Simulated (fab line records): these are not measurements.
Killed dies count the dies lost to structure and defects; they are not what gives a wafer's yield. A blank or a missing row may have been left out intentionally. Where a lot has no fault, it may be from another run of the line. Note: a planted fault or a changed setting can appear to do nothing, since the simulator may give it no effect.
fab line records :: flow ritCmos
record
  lots=15
  wafers=45
  lastDay=7
route steps=202 shown GATE@84
lots that met no fault: from a run of the same line without faults
startH: hours from the record's first day to the start of the lot's first wafer shown :: waitH: hours since the lot's step before :: " the same as in the row above :: L1.1+2: a row that stands for several wafers :: - no value, or no start given :: * or withheld: withheld :: < > ~ a bound
route shown NAME@n: NAME is a module with steps in the file, n the number in the route of the first one :: usual: mean and standard deviation over wafers with no fault :: same: alike in all rows :: chamber/n: place in a boat :: sites: the reading at each site :: _std_site: how widely they spread, as a standard deviation :: _edge_site: the outer-site mean with the inner-site mean subtracted :: radiusMm: for every site, how far away it sits from the centre of the wafer :: mask NAME#n: copy n :: behind: the last tool/chamber to shape the wafer :: hold: why the lot went on hold/how many hours it stayed there/how the hold came to an end :: device: transistor that didn't switch, given as n, p or np :: end of line: the same wafers' tests at the end of the route :: a step with no rows: only its recipe :: killed: at the first sort, the dies lost to defects and structure; wafer yield is something else :: map: the dies of a wafer, with x for killed, . for not killed, _ for no die there
set.NAME: the setting the step ran with; set.NAME@STEP: the setting that earlier step ran with :: model.NAME: the simulator's own value behind a step, which no gauge read
route steps across a sampled set of lots; one table per step, one row per wafer
services: the hour from which a tool's chamber was out of use, counted from the record's first day as startH (under 0 if before that day), plus the number of hours and why
## steps
# step RIT_GATE_CVD_08
# recipe
  material=poly-Si
  targetThkNm=250
  tempC=610
  precursor=SiH4
  timeS=2220
  pressureMtorr=300
  sih4FlowSccm=100
# usual
  sih4FlowSccm=99.91/0.25
  spikeTcLoadC=632.2/2
lot.wafer: L552.3
tool: lpcvd-01
chamber: 0
startH: 39.03
waitH: 0.0
sih4FlowSccm: 99.80
spikeTcLoadC: 634.5

lot.wafer: L552.5
tool: lpcvd-01
chamber: 0
startH: 39.03
waitH: 0.0
sih4FlowSccm: 99.39
spikeTcLoadC: 634.5

lot.wafer: L552.6
tool: lpcvd-01
chamber: 0
startH: 39.03
waitH: 0.0
sih4FlowSccm: 100.14
spikeTcLoadC: 634.0

lot.wafer: L553.2
tool: lpcvd-01
chamber: 0
startH: 42.91
waitH: 0.9
sih4FlowSccm: 99.62
spikeTcLoadC: 633.2

lot.wafer: L553.4
tool: lpcvd-01
chamber: 0
startH: 42.91
waitH: 0.9
sih4FlowSccm: 99.53
spikeTcLoadC: 636.2

lot.wafer: L553.6
tool: lpcvd-01
chamber: 0
startH: 42.91
waitH: 0.9
sih4FlowSccm: 100.29
spikeTcLoadC: 635.1

lot.wafer: L554.3
tool: lpcvd-01
chamber: 0
startH: 44.53
waitH: 0.2
sih4FlowSccm: 99.84
spikeTcLoadC: 634.8

lot.wafer: L554.5
tool: lpcvd-01
chamber: 0
startH: 44.53
waitH: 0.2
sih4FlowSccm: 99.82
spikeTcLoadC: 635.8

lot.wafer: L554.6
tool: lpcvd-01
chamber: 0
startH: 44.53
waitH: 0.2
sih4FlowSccm: 100.23
spikeTcLoadC: 632.2

lot.wafer: L555.3
tool: lpcvd-01
chamber: 1
startH: 55.55
waitH: 1.2
sih4FlowSccm: 100.18
spikeTcLoadC: 630.5

lot.wafer: L555.4
tool: lpcvd-01
chamber: 1
startH: 55.55
waitH: 1.2
sih4FlowSccm: 100.12
spikeTcLoadC: 629.0

lot.wafer: L555.6
tool: lpcvd-01
chamber: 1
startH: 55.55
waitH: 1.2
sih4FlowSccm: 100.03
spikeTcLoadC: 631.4

lot.wafer: L556.1
tool: lpcvd-01
chamber: 1
startH: 57.16
waitH: 0.9
sih4FlowSccm: 99.60
spikeTcLoadC: 630.2

lot.wafer: L556.2
tool: lpcvd-01
chamber: 1
startH: 57.16
waitH: 0.9
sih4FlowSccm: 99.80
spikeTcLoadC: 628.5

lot.wafer: L556.3
tool: lpcvd-01
chamber: 1
startH: 57.16
waitH: 0.9
sih4FlowSccm: 99.48
spikeTcLoadC: 630.4

lot.wafer: L558.2
tool: lpcvd-01
chamber: 0
startH: 69.49
waitH: 0.0
sih4FlowSccm: 99.84
spikeTcLoadC: 636.4

lot.wafer: L558.3
tool: lpcvd-01
chamber: 0
startH: 69.49
waitH: 0.0
sih4FlowSccm: 99.86
spikeTcLoadC: 635.6

lot.wafer: L558.4
tool: lpcvd-01
chamber: 0
startH: 69.49
waitH: 0.0
sih4FlowSccm: 99.35
spikeTcLoadC: 636.2

lot.wafer: L557.2
tool: lpcvd-02
chamber: 0
startH: 69.52
waitH: 0.0
sih4FlowSccm: 100.26
spikeTcLoadC: 630.2

lot.wafer: L557.3
tool: lpcvd-02
chamber: 0
startH: 69.52
waitH: 0.0
sih4FlowSccm: 99.81
spikeTcLoadC: 630.2

lot.wafer: L557.6
tool: lpcvd-02
chamber: 0
startH: 69.52
waitH: 0.0
sih4FlowSccm: 100.40
spikeTcLoadC: 632.4

lot.wafer: L559.2
tool: lpcvd-01
chamber: 1
startH: 76.31
waitH: 0.0
sih4FlowSccm: 100.30
spikeTcLoadC: 629.9

lot.wafer: L559.3
tool: lpcvd-01
chamber: 1
startH: 76.31
waitH: 0.0
sih4FlowSccm: 100.02
spikeTcLoadC: 629.0

lot.wafer: L559.6
tool: lpcvd-01
chamber: 1
startH: 76.31
waitH: 0.0
sih4FlowSccm: 100.06
spikeTcLoadC: 630.1

lot.wafer: L560.1
tool: lpcvd-02
chamber: 1
startH: 84.91
waitH: 0.1
sih4FlowSccm: 99.49
spikeTcLoadC: 632.9

lot.wafer: L560.4
tool: lpcvd-02
chamber: 1
startH: 84.91
waitH: 0.1
sih4FlowSccm: 100.11
spikeTcLoadC: 632.6

lot.wafer: L560.5
tool: lpcvd-02
chamber: 1
startH: 84.91
waitH: 0.1
sih4FlowSccm: 99.95
spikeTcLoadC: 632.2

lot.wafer: L561.3
tool: lpcvd-01
chamber: 0
startH: 88.53
waitH: 0.3
sih4FlowSccm: 99.91
spikeTcLoadC: 633.8

lot.wafer: L561.5
tool: lpcvd-01
chamber: 0
startH: 88.53
waitH: 0.3
sih4FlowSccm: 99.97
spikeTcLoadC: 634.7

lot.wafer: L561.6
tool: lpcvd-01
chamber: 0
startH: 88.53
waitH: 0.3
sih4FlowSccm: 99.40
spikeTcLoadC: 635.1

lot.wafer: L562.1
tool: lpcvd-02
chamber: 1
startH: 89.79
waitH: 0.1
sih4FlowSccm: 99.99
spikeTcLoadC: 632.3

lot.wafer: L562.4
tool: lpcvd-02
chamber: 1
startH: 89.79
waitH: 0.1
sih4FlowSccm: 100.25
spikeTcLoadC: 632.8

lot.wafer: L562.6
tool: lpcvd-02
chamber: 1
startH: 89.79
waitH: 0.1
sih4FlowSccm: 99.43
spikeTcLoadC: 631.9

lot.wafer: L563.3
tool: lpcvd-02
chamber: 0
startH: 100.02
waitH: 0.0
sih4FlowSccm: 99.70
spikeTcLoadC: 630.9

lot.wafer: L563.5
tool: lpcvd-02
chamber: 0
startH: 100.02
waitH: 0.0
sih4FlowSccm: 99.33
spikeTcLoadC: 631.3

lot.wafer: L563.6
tool: lpcvd-02
chamber: 0
startH: 100.02
waitH: 0.0
sih4FlowSccm: 99.78
spikeTcLoadC: 630.4

lot.wafer: L569.3
tool: lpcvd-02
chamber: 1
startH: 124.59
waitH: 0.0
sih4FlowSccm: 80.28
spikeTcLoadC: 631.9

lot.wafer: L569.5
tool: lpcvd-02
chamber: 1
startH: 124.59
waitH: 0.0
sih4FlowSccm: 80.35
spikeTcLoadC: 632.4

lot.wafer: L569.6
tool: lpcvd-02
chamber: 1
startH: 124.59
waitH: 0.0
sih4FlowSccm: 80.46
spikeTcLoadC: 635.6

lot.wafer: L570.4
tool: lpcvd-02
chamber: 0
startH: 127.74
waitH: 0.0
sih4FlowSccm: 80.04
spikeTcLoadC: 631.1

lot.wafer: L570.5
tool: lpcvd-02
chamber: 0
startH: 127.74
waitH: 0.0
sih4FlowSccm: 80.22
spikeTcLoadC: 629.9

lot.wafer: L570.6
tool: lpcvd-02
chamber: 0
startH: 127.74
waitH: 0.0
sih4FlowSccm: 80.18
spikeTcLoadC: 630.4

lot.wafer: L571.3
tool: lpcvd-02
chamber: 1
startH: 130.75
waitH: 0.0
sih4FlowSccm: 80.25
spikeTcLoadC: 634.3

lot.wafer: L571.4
tool: lpcvd-02
chamber: 1
startH: 130.75
waitH: 0.0
sih4FlowSccm: 79.89
spikeTcLoadC: 633.5

lot.wafer: L571.6
tool: lpcvd-02
chamber: 1
startH: 130.75
waitH: 0.0
sih4FlowSccm: 79.95
spikeTcLoadC: 632.2
# step RIT_GATE_THK_MEAS_09
# recipe
  reads=poly-Si_of_GATE_CVD_08
# usual
  GATE_POLY_THK=249.4/2.3
lot.wafer: L552.3
tool: filmMetro-01
chamber: -
startH: 40.66
waitH: 0.0
GATE_POLY_THK[nm]: 252.0

lot.wafer: L552.5
tool: filmMetro-01
chamber: -
startH: 40.66
waitH: 0.0
GATE_POLY_THK[nm]: 252.9

lot.wafer: L552.6
tool: filmMetro-01
chamber: -
startH: 40.66
waitH: 0.0
GATE_POLY_THK[nm]: 252.9

lot.wafer: L553.2
tool: filmMetro-04
chamber: -
startH: 44.54
waitH: 0.0
GATE_POLY_THK[nm]: 249.2

lot.wafer: L553.4
tool: filmMetro-04
chamber: -
startH: 44.54
waitH: 0.0
GATE_POLY_THK[nm]: 249.3

lot.wafer: L553.6
tool: filmMetro-04
chamber: -
startH: 44.54
waitH: 0.0
GATE_POLY_THK[nm]: 248.3

lot.wafer: L554.3
tool: filmMetro-04
chamber: -
startH: 46.17
waitH: 0.0
GATE_POLY_THK[nm]: 249.6

lot.wafer: L554.5
tool: filmMetro-04
chamber: -
startH: 46.17
waitH: 0.0
GATE_POLY_THK[nm]: 250.6

lot.wafer: L554.6
tool: filmMetro-04
chamber: -
startH: 46.17
waitH: 0.0
GATE_POLY_THK[nm]: 249.2

lot.wafer: L555.3
tool: filmMetro-03
chamber: -
startH: 57.18
waitH: 0.0
GATE_POLY_THK[nm]: 252.9

lot.wafer: L555.4
tool: filmMetro-03
chamber: -
startH: 57.18
waitH: 0.0
GATE_POLY_THK[nm]: 251.7

lot.wafer: L555.6
tool: filmMetro-03
chamber: -
startH: 57.18
waitH: 0.0
GATE_POLY_THK[nm]: 252.5

lot.wafer: L556.1
tool: filmMetro-01
chamber: -
startH: 58.78
waitH: 0.0
GATE_POLY_THK[nm]: 248.5

lot.wafer: L556.2
tool: filmMetro-01
chamber: -
startH: 58.78
waitH: 0.0
GATE_POLY_THK[nm]: 248.1

lot.wafer: L556.3
tool: filmMetro-01
chamber: -
startH: 58.78
waitH: 0.0
GATE_POLY_THK[nm]: 248.6

lot.wafer: L558.2
tool: filmMetro-04
chamber: -
startH: 71.11
waitH: 0.0
GATE_POLY_THK[nm]: 249.1

lot.wafer: L558.3
tool: filmMetro-04
chamber: -
startH: 71.11
waitH: 0.0
GATE_POLY_THK[nm]: 253.7

lot.wafer: L558.4
tool: filmMetro-04
chamber: -
startH: 71.11
waitH: 0.0
GATE_POLY_THK[nm]: 251.2

lot.wafer: L557.2
tool: filmMetro-03
chamber: -
startH: 71.15
waitH: 0.0
GATE_POLY_THK[nm]: 249.1

lot.wafer: L557.3
tool: filmMetro-03
chamber: -
startH: 71.15
waitH: 0.0
GATE_POLY_THK[nm]: 248.2

lot.wafer: L557.6
tool: filmMetro-03
chamber: -
startH: 71.15
waitH: 0.0
GATE_POLY_THK[nm]: 247.4

lot.wafer: L559.2
tool: filmMetro-01
chamber: -
startH: 77.93
waitH: 0.0
GATE_POLY_THK[nm]: 252.9

lot.wafer: L559.3
tool: filmMetro-01
chamber: -
startH: 77.93
waitH: 0.0
GATE_POLY_THK[nm]: 251.2

lot.wafer: L559.6
tool: filmMetro-01
chamber: -
startH: 77.93
waitH: 0.0
GATE_POLY_THK[nm]: 254.7

lot.wafer: L560.1
tool: filmMetro-01
chamber: -
startH: 86.53
waitH: 0.0
GATE_POLY_THK[nm]: 248.0

lot.wafer: L560.4
tool: filmMetro-01
chamber: -
startH: 86.53
waitH: 0.0
GATE_POLY_THK[nm]: 250.9

lot.wafer: L560.5
tool: filmMetro-01
chamber: -
startH: 86.53
waitH: 0.0
GATE_POLY_THK[nm]: 250.4

lot.wafer: L561.3
tool: filmMetro-01
chamber: -
startH: 90.17
waitH: 0.0
GATE_POLY_THK[nm]: 248.1

lot.wafer: L561.5
tool: filmMetro-01
chamber: -
startH: 90.17
waitH: 0.0
GATE_POLY_THK[nm]: 246.0

lot.wafer: L561.6
tool: filmMetro-01
chamber: -
startH: 90.17
waitH: 0.0
GATE_POLY_THK[nm]: 248.5

lot.wafer: L562.1
tool: filmMetro-04
chamber: -
startH: 91.41
waitH: 0.0
GATE_POLY_THK[nm]: 250.6

lot.wafer: L562.4
tool: filmMetro-04
chamber: -
startH: 91.41
waitH: 0.0
GATE_POLY_THK[nm]: 249.0

lot.wafer: L562.6
tool: filmMetro-04
chamber: -
startH: 91.41
waitH: 0.0
GATE_POLY_THK[nm]: 251.5

lot.wafer: L563.3
tool: filmMetro-04
chamber: -
startH: 101.65
waitH: 0.0
GATE_POLY_THK[nm]: 249.4

lot.wafer: L563.5
tool: filmMetro-04
chamber: -
startH: 101.65
waitH: 0.0
GATE_POLY_THK[nm]: 250.9

lot.wafer: L563.6
tool: filmMetro-04
chamber: -
startH: 101.65
waitH: 0.0
GATE_POLY_THK[nm]: 248.5

lot.wafer: L569.3
tool: filmMetro-04
chamber: -
startH: 126.22
waitH: 0.0
GATE_POLY_THK[nm]: 198.8

lot.wafer: L569.5
tool: filmMetro-04
chamber: -
startH: 126.22
waitH: 0.0
GATE_POLY_THK[nm]: 198.3

lot.wafer: L569.6
tool: filmMetro-04
chamber: -
startH: 126.22
waitH: 0.0
GATE_POLY_THK[nm]: 198.3

lot.wafer: L570.4
tool: filmMetro-04
chamber: -
startH: 130.19
waitH: 0.0
GATE_POLY_THK[nm]: 200.3

lot.wafer: L570.5
tool: filmMetro-04
chamber: -
startH: 130.19
waitH: 0.0
GATE_POLY_THK[nm]: 200.2

lot.wafer: L570.6
tool: filmMetro-04
chamber: -
startH: 130.19
waitH: 0.0
GATE_POLY_THK[nm]: 199.7

lot.wafer: L571.3
tool: filmMetro-01
chamber: -
startH: 133.20
waitH: 0.0
GATE_POLY_THK[nm]: 200.5

lot.wafer: L571.4
tool: filmMetro-01
chamber: -
startH: 133.20
waitH: 0.0
GATE_POLY_THK[nm]: 199.1

lot.wafer: L571.6
tool: filmMetro-01
chamber: -
startH: 133.20
waitH: 0.0
GATE_POLY_THK[nm]: 198.4
# step RIT_GATE_ETCH_19
# recipe
  chemistry=SF6/CHF3/O2
  timeS=165
  SF6_flow_sccm=30
  CHF3_flow_sccm=30
  O2_flow_sccm=5
  target=poly-Si
  pressureMtorr=40
  rfW=160
  targetDepthA=3125
  overEtchFrac=0.2744
  stopOn=SiO2
# usual
  drypumpMotorCurrentA=5.9/0.42
  oesProductAu=0.840/0.011
  throttleValvePct=10.28/0.14
lot.wafer: L552.3
tool: rieSi-01
chamber: 1
startH: 41.86
waitH: 0.1
drypumpMotorCurrentA: 5.6
oesProductAu: 0.850
rfHoursCounterH: 67
throttleValvePct: 10.13

lot.wafer: L552.5
tool: rieSi-01
chamber: 2
startH: 41.86
waitH: 0.1
drypumpMotorCurrentA: 6.5
oesProductAu: 0.848
rfHoursCounterH: -
throttleValvePct: 10.16

lot.wafer: L552.6
tool: rieSi-01
chamber: 3
startH: 41.86
waitH: 0.1
drypumpMotorCurrentA: 5.1
oesProductAu: 0.854
rfHoursCounterH: -
throttleValvePct: 10.46

lot.wafer: L553.2
tool: rieSi-02
chamber: 0
startH: 47.08
waitH: 0.1
drypumpMotorCurrentA: 5.8
oesProductAu: 0.853
rfHoursCounterH: 58
throttleValvePct: 10.17

lot.wafer: L553.4
tool: rieSi-02
chamber: 3
startH: 47.08
waitH: 0.1
drypumpMotorCurrentA: 5.9
oesProductAu: 0.834
rfHoursCounterH: 158
throttleValvePct: 10.24

lot.wafer: L553.6
tool: rieSi-02
chamber: 0
startH: 47.08
waitH: 0.1
drypumpMotorCurrentA: 5.9
oesProductAu: 0.845
rfHoursCounterH: -
throttleValvePct: 10.17

lot.wafer: L554.3
tool: rieSi-01
chamber: 1
startH: 47.46
waitH: 0.1
drypumpMotorCurrentA: 5.7
oesProductAu: 0.853
rfHoursCounterH: 67
throttleValvePct: 10.14

lot.wafer: L554.5
tool: rieSi-01
chamber: 0
startH: 47.46
waitH: 0.1
drypumpMotorCurrentA: 5.6
oesProductAu: 0.838
rfHoursCounterH: -
throttleValvePct: 10.57

lot.wafer: L554.6
tool: rieSi-01
chamber: 1
startH: 47.46
waitH: 0.1
drypumpMotorCurrentA: 5.6
oesProductAu: 0.847
rfHoursCounterH: -
throttleValvePct: 10.13

lot.wafer: L555.3
tool: rieSi-02
chamber: 2
startH: 58.38
waitH: 0.1
drypumpMotorCurrentA: 6.4
oesProductAu: 0.836
rfHoursCounterH: 2
throttleValvePct: 10.22

lot.wafer: L555.4
tool: rieSi-02
chamber: 0
startH: 58.38
waitH: 0.1
drypumpMotorCurrentA: 5.8
oesProductAu: 0.862
rfHoursCounterH: 58
throttleValvePct: 10.18

lot.wafer: L555.6
tool: rieSi-02
chamber: 0
startH: 58.38
waitH: 0.1
drypumpMotorCurrentA: 5.8
oesProductAu: 0.851
rfHoursCounterH: -
throttleValvePct: 10.18

lot.wafer: L556.1
tool: rieSi-01
chamber: 1
startH: 60.30
waitH: 0.1
drypumpMotorCurrentA: 5.7
oesProductAu: 0.846
rfHoursCounterH: 67
throttleValvePct: 10.12

lot.wafer: L556.2
tool: rieSi-01
chamber: 0
startH: 60.30
waitH: 0.1
drypumpMotorCurrentA: 5.6
oesProductAu: 0.828
rfHoursCounterH: 1
throttleValvePct: 10.56

lot.wafer: L556.3
tool: rieSi-01
chamber: 3
startH: 60.30
waitH: 0.1
drypumpMotorCurrentA: 5.1
oesProductAu: 0.848
rfHoursCounterH: 150
throttleValvePct: 10.44

lot.wafer: L558.2
tool: rieSi-02
chamber: 3
startH: 72.53
waitH: 0.1
drypumpMotorCurrentA: 5.9
oesProductAu: 0.834
rfHoursCounterH: 158
throttleValvePct: 10.22

lot.wafer: L558.3
tool: rieSi-02
chamber: 1
startH: 72.53
waitH: 0.1
drypumpMotorCurrentA: 5.8
oesProductAu: 0.845
rfHoursCounterH: 146
throttleValvePct: 10.37

lot.wafer: L558.4
tool: rieSi-02
chamber: 2
startH: 72.53
waitH: 0.1
drypumpMotorCurrentA: 6.4
oesProductAu: 0.827
rfHoursCounterH: 2
throttleValvePct: 10.22

lot.wafer: L557.2
tool: rieSi-01
chamber: 2
startH: 72.77
waitH: 0.1
drypumpMotorCurrentA: 6.6
oesProductAu: 0.841
rfHoursCounterH: 3
throttleValvePct: 10.16

lot.wafer: L557.3
tool: rieSi-01
chamber: 3
startH: 72.77
waitH: 0.1
drypumpMotorCurrentA: 5.1
oesProductAu: 0.838
rfHoursCounterH: 150
throttleValvePct: 10.45

lot.wafer: L557.6
tool: rieSi-01
chamber: 2
startH: 72.77
waitH: 0.1
drypumpMotorCurrentA: 6.5
oesProductAu: 0.833
rfHoursCounterH: -
throttleValvePct: 10.17

lot.wafer: L559.2
tool: rieSi-02
chamber: 2
startH: 79.39
waitH: 0.1
drypumpMotorCurrentA: 6.4
oesProductAu: 0.837
rfHoursCounterH: 2
throttleValvePct: 10.24

lot.wafer: L559.3
tool: rieSi-02
chamber: 0
startH: 79.39
waitH: 0.1
drypumpMotorCurrentA: 5.8
oesProductAu: 0.854
rfHoursCounterH: 58
throttleValvePct: 10.17

lot.wafer: L559.6
tool: rieSi-02
chamber: 0
startH: 79.39
waitH: 0.1
drypumpMotorCurrentA: 5.8
oesProductAu: 0.864
rfHoursCounterH: -
throttleValvePct: 10.17

lot.wafer: L560.1
tool: rieSi-01
chamber: 3
startH: 87.87
waitH: 0.1
drypumpMotorCurrentA: 5.1
oesProductAu: 0.845
rfHoursCounterH: 150
throttleValvePct: 10.43

lot.wafer: L560.4
tool: rieSi-01
chamber: 3
startH: 87.87
waitH: 0.1
drypumpMotorCurrentA: 5.1
oesProductAu: 0.849
rfHoursCounterH: -
throttleValvePct: 10.44

lot.wafer: L560.5
tool: rieSi-01
chamber: 2
startH: 87.87
waitH: 0.1
drypumpMotorCurrentA: 6.5
oesProductAu: 0.834
rfHoursCounterH: -
throttleValvePct: 10.16

lot.wafer: L561.3
tool: rieSi-02
chamber: 2
startH: 91.67
waitH: 0.1
drypumpMotorCurrentA: 6.4
oesProductAu: 0.822
rfHoursCounterH: 2
throttleValvePct: 10.23

lot.wafer: L561.5
tool: rieSi-02
chamber: 1
startH: 91.67
waitH: 0.1
drypumpMotorCurrentA: 5.8
oesProductAu: 0.833
rfHoursCounterH: -
throttleValvePct: 10.39

lot.wafer: L561.6
tool: rieSi-02
chamber: 2
startH: 91.67
waitH: 0.1
drypumpMotorCurrentA: 6.4
oesProductAu: 0.821
rfHoursCounterH: -
throttleValvePct: 10.23

lot.wafer: L562.1
tool: rieSi-01
chamber: 0
startH: 93.14
waitH: 0.1
drypumpMotorCurrentA: 5.6
oesProductAu: 0.829
rfHoursCounterH: 1
throttleValvePct: 10.55

lot.wafer: L562.4
tool: rieSi-01
chamber: 1
startH: 93.14
waitH: 0.1
drypumpMotorCurrentA: 5.6
oesProductAu: 0.849
rfHoursCounterH: 67
throttleValvePct: 10.14

lot.wafer: L562.6
tool: rieSi-01
chamber: 2
startH: 93.14
waitH: 0.1
drypumpMotorCurrentA: 6.5
oesProductAu: 0.839
rfHoursCounterH: -
throttleValvePct: 10.17

lot.wafer: L563.3
tool: rieSi-02
chamber: 0
startH: 103.06
waitH: 0.1
drypumpMotorCurrentA: 5.9
oesProductAu: 0.845
rfHoursCounterH: 58
throttleValvePct: 10.18

lot.wafer: L563.5
tool: rieSi-02
chamber: 2
startH: 103.06
waitH: 0.1
drypumpMotorCurrentA: 6.4
oesProductAu: 0.837
rfHoursCounterH: -
throttleValvePct: 10.22

lot.wafer: L563.6
tool: rieSi-02
chamber: 0
startH: 103.06
waitH: 0.1
drypumpMotorCurrentA: 5.8
oesProductAu: 0.853
rfHoursCounterH: -
throttleValvePct: 10.17

lot.wafer: L569.3
tool: rieSi-02
chamber: 2
startH: 127.68
waitH: 0.1
drypumpMotorCurrentA: 6.4
oesProductAu: 0.714
rfHoursCounterH: 3
throttleValvePct: 10.23

lot.wafer: L569.5
tool: rieSi-02
chamber: 3
startH: 127.68
waitH: 0.1
drypumpMotorCurrentA: 5.9
oesProductAu: 0.725
rfHoursCounterH: -
throttleValvePct: 10.23

lot.wafer: L569.6
tool: rieSi-02
chamber: 0
startH: 127.68
waitH: 0.1
drypumpMotorCurrentA: 5.8
oesProductAu: 0.729
rfHoursCounterH: -
throttleValvePct: 10.18

lot.wafer: L570.4
tool: rieSi-01
chamber: 0
startH: 131.56
waitH: 0.1
drypumpMotorCurrentA: 5.6
oesProductAu: 0.716
rfHoursCounterH: -
throttleValvePct: 10.56

lot.wafer: L570.5
tool: rieSi-01
chamber: 1
startH: 131.56
waitH: 0.1
drypumpMotorCurrentA: 5.6
oesProductAu: 0.734
rfHoursCounterH: -
throttleValvePct: 10.13

lot.wafer: L570.6
tool: rieSi-01
chamber: 2
startH: 131.56
waitH: 0.1
drypumpMotorCurrentA: 6.5
oesProductAu: 0.725
rfHoursCounterH: -
throttleValvePct: 10.16

lot.wafer: L571.3
tool: rieSi-02
chamber: 0
startH: 134.52
waitH: 0.1
drypumpMotorCurrentA: 5.9
oesProductAu: 0.736
rfHoursCounterH: 59
throttleValvePct: 10.18

lot.wafer: L571.4
tool: rieSi-02
chamber: 0
startH: 134.52
waitH: 0.1
drypumpMotorCurrentA: 5.8
oesProductAu: 0.724
rfHoursCounterH: -
throttleValvePct: 10.18

lot.wafer: L571.6
tool: rieSi-02
chamber: 2
startH: 134.52
waitH: 0.1
drypumpMotorCurrentA: 6.4
oesProductAu: 0.716
rfHoursCounterH: -
throttleValvePct: 10.23
## services
tool: rieSi-02
chamber: 3
startH: 76.72
hours: -
kind: clean

tool: rieSi-02
chamber: 3
startH: 76.72
hours: 33.0
kind: scheduledDown

tool: rieSi-02
chamber: 3
startH: 76.72
hours: 33.0
kind: ventCycle

tool: rieSi-02
chamber: -
startH: 80.75
hours: 0.7
kind: repair

tool: rieSi-01
chamber: 0
startH: 80.95
hours: 7.0
kind: repair

tool: rieSi-01
chamber: 3
startH: 110.41
hours: -
kind: clean

tool: rieSi-01
chamber: 3
startH: 110.41
hours: 23.3
kind: scheduledDown

tool: rieSi-01
chamber: 3
startH: 110.41
hours: 23.3
kind: ventCycle

tool: rieSi-02
chamber: 1
startH: 126.92
hours: -
kind: clean

tool: rieSi-02
chamber: 1
startH: 126.92
hours: 25.0
kind: scheduledDown

tool: rieSi-02
chamber: 1
startH: 126.92
hours: 25.0
kind: ventCycle

tool: lpcvd-01
chamber: -
startH: 134.26
hours: 2.8
kind: pm
## key
firstSign
  step=RIT_GATE_CVD_08
  reading=sih4FlowSccm
  direction=down
  sigmas=78
  usual=99.91
  struck=80.18
effect
  step=RIT_GATE_THK_MEAS_09
  reading=GATE_POLY_THK
  direction=down
  sigmas=22
  usual=249.4
  struck=199.3
effect
  step=RIT_GATE_ETCH_19
  reading=oesProductAu
  direction=down
  sigmas=11
  usual=0.840
  struck=0.724
metAt RIT_GATE_CVD_08
struckLots L569,L570,L571
testerLeftOut L569,L570,L571
onsetBetween 100.02 124.59
fault
  kind=processParameterDrift
  tool=lpcvd-02
  chamber=-
  onsetH=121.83
  steps=RIT_GATE_CVD_08
  channel=sih4FlowSccm
  offset=-20
  shape=step
  endH=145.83
  stated=100
# testerLeftOut: of these lots the tester's yield and bins aren't shown, on N5 and GAA mostly nor the transistor test; their killed dies are dies lost to structure and defects alone, not to doping, threshold or leakage, so they don't give the yield
